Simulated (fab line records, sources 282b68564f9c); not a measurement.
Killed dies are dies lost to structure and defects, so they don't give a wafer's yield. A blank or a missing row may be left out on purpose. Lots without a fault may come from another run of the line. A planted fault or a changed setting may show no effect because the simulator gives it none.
fab line records | flow rit_cmos
record lots=15 wafers=45 last_day=7
route steps=202 shown NLDD@113 CONTACT@176 M1@188
lots that met no fault: from a run of the same line without faults
start_h: hours from the record's first day to the start of the lot's first wafer shown | wait_h: hours since the lot's step before | " the same as in the row above | L1.1+2: a row that stands for several wafers | - no value, or no start given | * or withheld: withheld | < > ~ a bound
route shown NAME@n: a module of which the file shows steps, and the number in the route of the first | usual: mean/standard deviation of fault-free wafers | same: alike in all rows | chamber/n: place in a boat | sites: the reading at each site | _std_site: their standard deviation | _edge_site: outer sites' mean less inner sites' | radius_mm: how far each site lies from the wafer's centre | mask NAME#n: copy n | behind: the tool/chamber that last shaped the wafer | hold: why the lot was held/for how many hours/how that ended | device: the transistor (n, p or np) that didn't switch | end of line: the same wafers' tests at the end of the route | a step without rows: its recipe alone | killed: dies lost to structure and defects at the first sort, not the wafer's yield | map: a wafer's dies, x killed, . not, _ none there
set.NAME: the setting as run; set.NAME@STEP: as run at that earlier step | model.NAME: the simulator's own value behind a step, which no gauge read
steps of the route over a sample of lots; a table a step, a row a wafer
## steps
# step RIT_NLDD_TW_MEAS_10
# usual NLDD_TW=2494/19
# columns lot.wafer tool chamber start_h wait_h NLDD_TW
L527.2 film_metro-02 - 43.81 0.1 2478
L527.3 " - " " 2469
L527.6 " - " " 2476
L528.2 film_metro-04 - 52.31 0.1 2523
L528.3 " - " " 2509
L528.4 " - " " 2509
L529.1 film_metro-04 - 59.70 0.1 2515
L529.2 " - " " 2500
L529.3 " - " " 2511
L531.2 film_metro-03 - 63.81 0.1 2511
L531.3 " - " " 2528
L531.6 " - " " 2507
L532.3 film_metro-03 - 68.06 0.1 2515
L532.4 " - " " 2502
L532.6 " - " " 2506
L533.3 film_metro-03 - 80.60 0.1 2503
L533.4 " - " " 2497
L533.6 " - " " 2506
L535.1 film_metro-02 - 86.26 0.1 2469
L535.4 " - " " 2473
L535.6 " - " " 2480
L537.3 film_metro-02 - 93.54 0.1 2439
L537.4 " - " " 2468
L537.6 " - " " 2454
L539.1 film_metro-03 - 102.89 0.1 2481
L539.2 " - " " 2490
L539.6 " - " " 2483
L540.3 film_metro-03 - 109.86 0.1 2501
L540.4 " - " " 2501
L540.6 " - " " 2490
L543.1 film_metro-03 - 121.21 0.1 2511
L543.2 " - " " 2491
L543.5 " - " " 2508
L545.2 film_metro-03 - 133.57 0.1 2507
L545.3 " - " " 2515
L545.5 " - " " 2508
L547.3 film_metro-03 - 142.67 0.1 2501
L547.5 " - " " 2512
L547.6 " - " " 2496
L549.1 film_metro-03 - 153.17 0.1 2486
L549.3 " - " " 2497
L549.6 " - " " 2499
L550.2 film_metro-04 - 157.11 0.1 2459
L550.3 " - " " 2482
L550.4 " - " " 2468
# step RIT_CONTACT_CD_MEAS_08
# recipe target_cd_nm=1000
# usual cd_nm=1000.1/2.3
# columns lot.wafer tool chamber start_h wait_h cd_nm
L527.2 cd_sem-02 - 55.05 - 1001.1
L527.3 " - " " 1000.5
L527.6 " - " " 1001.1
L528.2 cd_sem-01 - 62.97 - 1002.2
L528.3 " - " " 1003.7
L528.4 " - " " 1000.7
L529.1 cd_sem-01 - 72.30 - 997.8
L529.2 " - " " 995.7
L529.3 " - " " 999.8
L531.2 cd_sem-02 - 73.60 - 1001.8
L531.3 " - " " 1000.1
L531.6 " - " " 1001.0
L532.3 cd_sem-02 - 78.10 - 999.2
L532.4 " - " " 999.9
L532.6 " - " " 1001.1
L533.3 cd_sem-01 - 90.06 - 1001.1
L533.4 " - " " 1000.8
L533.6 " - " " 1001.0
L535.1 cd_sem-02 - 95.90 - 997.9
L535.4 " - " " 1000.9
L535.6 " - " " 999.0
L537.3 cd_sem-02 - 103.63 - 999.9
L537.4 " - " " 1000.0
L537.6 " - " " 1002.0
L539.1 cd_sem-01 - 114.28 - 995.3
L539.2 " - " " 995.7
L539.6 " - " " 996.6
L540.3 cd_sem-02 - 119.82 - 998.9
L540.4 " - " " 1001.1
L540.6 " - " " 1000.2
L543.1 cd_sem-02 - 131.88 - 999.6
L543.2 " - " " 999.2
L543.5 " - " " 996.6
L545.2 cd_sem-02 - 143.34 - 1001.5
L545.3 " - " " 1001.2
L545.5 " - " " 998.2
L547.3 cd_sem-01 - 152.56 - 999.4
L547.5 " - " " 999.4
L547.6 " - " " 998.6
L549.1 cd_sem-01 - 163.11 - 998.7
L549.3 " - " " 999.0
L549.6 " - " " 1001.0
L550.2 cd_sem-01 - 166.65 - 1001.0
L550.3 " - " " 1003.6
L550.4 " - " " 1002.9
# step RIT_CONTACT_CD_MEAS_90
# recipe target_cd_nm=1000
# usual cd_nm=1000.2/2.2
# columns lot.wafer tool chamber start_h wait_h cd_nm
L527.2 cd_sem-01 - 55.73 0.1 1000.9
L527.3 " - " " 1000.3
L527.6 " - " " 1000.9
L528.2 cd_sem-01 - 63.65 0.1 1002.3
L528.3 " - " " 1003.3
L528.4 " - " " 1000.6
L529.1 cd_sem-01 - 72.98 0.1 997.7
L529.2 " - " " 996.0
L529.3 " - " " 999.7
L531.2 cd_sem-01 - 74.27 0.1 1001.5
L531.3 " - " " 1001.4
L531.6 " - " " 1001.9
L532.3 cd_sem-01 - 78.77 0.1 999.2
L532.4 " - " " 1000.2
L532.6 " - " " 1001.0
L533.3 cd_sem-01 - 90.74 0.1 1001.2
L533.4 " - " " 1000.3
L533.6 " - " " 1000.8
L535.1 cd_sem-02 - 96.57 0.1 998.0
L535.4 " - " " 1000.8
L535.6 " - " " 998.9
L537.3 cd_sem-02 - 104.30 0.1 999.5
L537.4 " - " " 1000.0
L537.6 " - " " 1002.0
L539.1 cd_sem-02 - 114.99 0.1 995.1
L539.2 " - " " 995.9
L539.6 " - " " 996.9
L540.3 cd_sem-02 - 120.50 0.1 999.4
L540.4 " - " " 1001.8
L540.6 " - " " 1000.7
L543.1 cd_sem-02 - 132.55 0.1 1000.4
L543.2 " - " " 999.4
L543.5 " - " " 997.1
L545.2 cd_sem-01 - 144.02 0.1 1001.5
L545.3 " - " " 1001.6
L545.5 " - " " 999.1
L547.3 cd_sem-02 - 153.34 0.1 999.9
L547.5 " - " " 999.3
L547.6 " - " " 998.9
L549.1 cd_sem-02 - 163.78 0.1 998.7
L549.3 " - " " 999.3
L549.6 " - " " 1001.7
L550.2 cd_sem-01 - 167.50 0.1 1001.0
L550.3 " - " " 1003.4
L550.4 " - " " 1003.2
# step RIT_M1_COAT_04
# recipe resist=NOVOLAK spin_rpm=2000 resist_thk_nm=1300
# usual exhaust_pa=45.0/0.9 resist_line_temp_C=22.99/0.11 spin_speed_rpm=1999.9/1.3
# columns lot.wafer tool chamber start_h wait_h exhaust_pa resist_line_temp_C spin_speed_rpm
L527.2 litho_track-02 0 56.86 0.1 45.2 22.87 1996.9
L527.3 " 0 " " 46.2 23.03 1999.3
L527.6 " 0 " " 44.5 22.81 1999.0
L528.2 litho_track-02 0 64.76 0.1 45.7 22.94 2000.8
L528.3 " 0 " " 43.3 23.19 2000.1
L528.4 " 0 " " 45.5 23.10 2000.2
L529.1 litho_track-03 0 74.10 0.1 42.9 23.01 1997.5
L529.2 " 0 " " 42.5 23.02 1997.7
L529.3 " 0 " " 43.4 23.04 2001.4
L531.2 litho_track-01 0 75.41 0.1 44.3 23.02 1998.3
L531.3 " 0 " " 45.6 23.17 2000.1
L531.6 " 0 " " 44.4 23.07 1997.9
L532.3 litho_track-02 0 79.89 0.1 44.1 22.95 1999.4
L532.4 " 0 " " 44.0 22.78 1998.1
L532.6 " 0 " " 47.7 22.76 1998.9
L533.3 litho_track-01 0 91.84 0.1 45.2 22.95 1998.4
L533.4 " 0 " " 44.8 23.07 1998.8
L533.6 " 0 " " 45.0 22.80 1998.7
L535.1 litho_track-02 0 97.67 0.1 44.8 22.92 1998.7
L535.4 " 0 " " 45.2 23.12 2000.5
L535.6 " 0 " " 46.3 22.96 1999.4
L537.3 litho_track-03 0 105.42 0.1 44.6 22.82 2002.0
L537.4 " 0 " " 44.4 23.08 1998.8
L537.6 " 0 " " 43.8 23.15 1999.0
L539.1 litho_track-02 0 116.11 0.1 45.1 23.19 1940.2
L539.2 " 0 " " 45.0 22.99 1940.1
L539.6 " 0 " " 43.7 23.22 1938.6
L540.3 litho_track-02 0 121.71 0.1 44.9 22.79 1940.4
L540.4 " 0 " " 45.8 22.87 1938.6
L540.6 " 0 " " 44.9 22.89 1939.6
L543.1 litho_track-02 0 133.65 0.1 46.3 23.18 1939.3
L543.2 " 0 " " 46.2 23.13 1940.4
L543.5 " 0 " " 46.0 23.13 1938.2
L545.2 litho_track-03 0 145.12 0.1 44.6 23.00 2003.0
L545.3 " 0 " " 45.1 22.99 2000.9
L545.5 " 0 " " 44.8 23.00 1997.9
L547.3 litho_track-03 0 154.44 0.1 46.5 23.00 1998.3
L547.5 " 0 " " 46.4 23.02 2000.6
L547.6 " 0 " " 46.4 23.10 1998.1
L549.1 litho_track-01 0 164.91 0.1 45.3 22.83 1999.2
L549.3 " 0 " " 45.2 22.92 2002.1
L549.6 " 0 " " 45.6 23.07 2001.4
L550.2 litho_track-03 0 168.62 0.1 45.5 22.92 2002.2
L550.3 " 0 " " 45.9 22.90 2000.3
L550.4 " 0 " " 45.4 22.86 2000.3
# step RIT_M1_PROBE_99
# usual defect_limited_yield=97.5/1.2 killed_at_M0_to_M3=0.0/0.12 killed_at_contacts=0.1/0.29 killed_at_front_end=6/3 killed_dies=7/3.1 killed_open=3.2/1.9 killed_short=3.3/1.9 sort_bin_3_pad_short=0.1/0.18 sort_bin_5_function=1.5/0.88 sort_bin_6_memory=0.9/0.62 sort_n_pass=257/3.1 sort_yield_pct=97.5/1.2
# same gross_dies=264 killed_at_M4_up=0 killed_at_back_side=0 killed_at_other=0
# columns lot.wafer tool chamber start_h wait_h defect_limited_yield[%] killed_at_M0_to_M3 killed_at_contacts killed_at_front_end killed_dies killed_open killed_short sort_bin_3_pad_short[%] sort_bin_5_function[%] sort_bin_6_memory[%] sort_n_pass sort_yield_pct[%]
L528.2 prober-02 - 68.89 0.1 94.7 0 0 14 14 7 7 0 4.5 0.8 250 94.7
L528.3 prober-02 - 68.94 0.2 93.2 0 0 18 18 10 8 0.4 4.9 1.5 246 93.2
L528.4 prober-02 - 68.99 0.2 94.3 0 0 15 15 6 9 0 3.0 2.7 249 94.3
L531.2 prober-01 - 80.40 0.1 99.2 0 0 2 2 2 0 0 0.8 0 262 99.2
L531.3 prober-01 - 80.45 0.2 97.3 0 0 7 7 5 2 0 2.3 0.4 257 97.3
L531.6 prober-01 - 80.60 0.2 96.2 0 1 9 10 6 4 0 2.7 1.1 254 96.2
L537.3 prober-02 - 108.86 0.2 99.2 0 0 2 2 2 0 0 0.8 0 262 99.2
L537.4 prober-02 - 108.91 0.2 97.3 0 0 7 7 3 4 0 2.3 0.4 257 97.3
L537.6 prober-02 - 109.01 0.2 98.1 0 0 5 5 2 3 0 0.8 1.1 259 98.1
L543.1 prober-02 - 137.21 0.1 98.9 0 0 3 3 2 1 0 0.4 0.8 261 98.9
L543.2 prober-02 - 137.26 0.1 98.1 0 0 5 5 3 2 0 1.5 0.4 259 98.1
L543.5 prober-02 - 137.41 0.2 98.5 0 0 4 4 3 1 0 1.1 0.4 260 98.5
L545.2 prober-02 - 148.53 0.1 95.8 1 0 10 11 2 9 0 3.0 1.1 253 95.8
L545.3 prober-02 - 148.58 0.2 98.9 0 0 3 3 1 2 0.4 0.4 0.4 261 98.9
L545.5 prober-02 - 148.68 0.2 98.1 0 0 5 5 2 3 0 0.8 1.1 259 98.1
# killed by level:class
L528.2 SPACER:geometric_particle:short=4 FOX1:geometric_particle:open=2 FOX1:geometric_particle:short=2 GATE:geometric_particle:open=2 SPACER:geometric_particle:open=2 GATE:geometric_particle:short=1 SILICIDE:geometric_particle:open=1
L528.3 SPACER:geometric_particle:short=4 SPACER:geometric_particle:open=4 GATE:geometric_particle:open=3 FOX1:geometric_particle:open=2 FOX2:geometric_particle:short=2 GATE:geometric_particle:short=2 FOX2:geometric_particle:open=1
L528.4 GATE:geometric_particle:short=6 GATE:geometric_particle:open=4 SPACER:geometric_particle:short=3 FOX2:geometric_particle:open=1 SPACER:geometric_particle:open=1
L531.2 GATE:geometric_particle:open=1 SPACER:geometric_particle:open=1
L531.3 FOX1:geometric_particle:short=2 FOX1:geometric_particle:open=2 FOX2:geometric_particle:open=2 GATE:geometric_particle:open=1
L531.6 FOX2:geometric_particle:open=2 REOX:geometric_particle:short=2 FOX1:geometric_particle:short=1 FOX1:geometric_particle:open=1 FOX2:geometric_particle:short=1 SPACER:geometric_particle:open=1 SILICIDE:geometric_particle:open=1 CONTACT:geometric_particle:open=1
L537.3 SPACER:geometric_particle:open=2
L537.4 FOX1:geometric_particle:open=2 SPACER:geometric_particle:short=2 FOX1:geometric_particle:short=1 FOX2:geometric_particle:short=1 GATE:geometric_particle:open=1
L537.6 GATE:geometric_particle:open=1 REOX:geometric_particle:open=1 REOX:geometric_particle:short=1 SPACER:geometric_particle:short=1 SILICIDE:geometric_particle:short=1
L543.1 FOX1:geometric_particle:short=1 GATE:geometric_particle:open=1 SILICIDE:geometric_particle:open=1
L543.2 FOX1:geometric_particle:open=2 FOX1:geometric_particle:short=1 GATE:geometric_particle:short=1 SPACER:geometric_particle:open=1
L543.5 FOX1:geometric_particle:open=1 GATE:geometric_particle:open=1 SILICIDE:geometric_particle:short=1 SILICIDE:geometric_particle:open=1
L545.2 GATE:geometric_particle:short=4 SPACER:geometric_particle:short=2 REOX:geometric_particle:short=1 SPACER:geometric_particle:open=1 SILICIDE:geometric_particle:short=1 SILICIDE:geometric_particle:open=1 M1:geometric_particle:short=1
L545.3 GATE:geometric_particle:short=1 REOX:geometric_particle:open=1 SPACER:geometric_particle:short=1
L545.5 FOX2:geometric_particle:short=1 GATE:geometric_particle:short=1 REOX:geometric_particle:open=1 SPACER:geometric_particle:short=1 SILICIDE:geometric_particle:open=1
## key
first_sign step=RIT_M1_COAT_04 reading=spin_speed_rpm direction=down sigmas=45 usual=1999.9 struck=1939.5
effect none on later readings
met_at RIT_M1_COAT_04
struck_lots L539,L540,L543
not_acting_at RIT_NLDD_TW_MEAS_10,RIT_CONTACT_CD_MEAS_08,RIT_CONTACT_CD_MEAS_90
onset_between 97.67 116.11
fault kind=process_parameter_drift tool=litho_track-02 chamber=- onset_h=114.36 steps=RIT_M1_COAT_04 channel=spin_rpm offset=-60.799 shape=step end_h=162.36 acts_in=these_recipes_only stated=2000
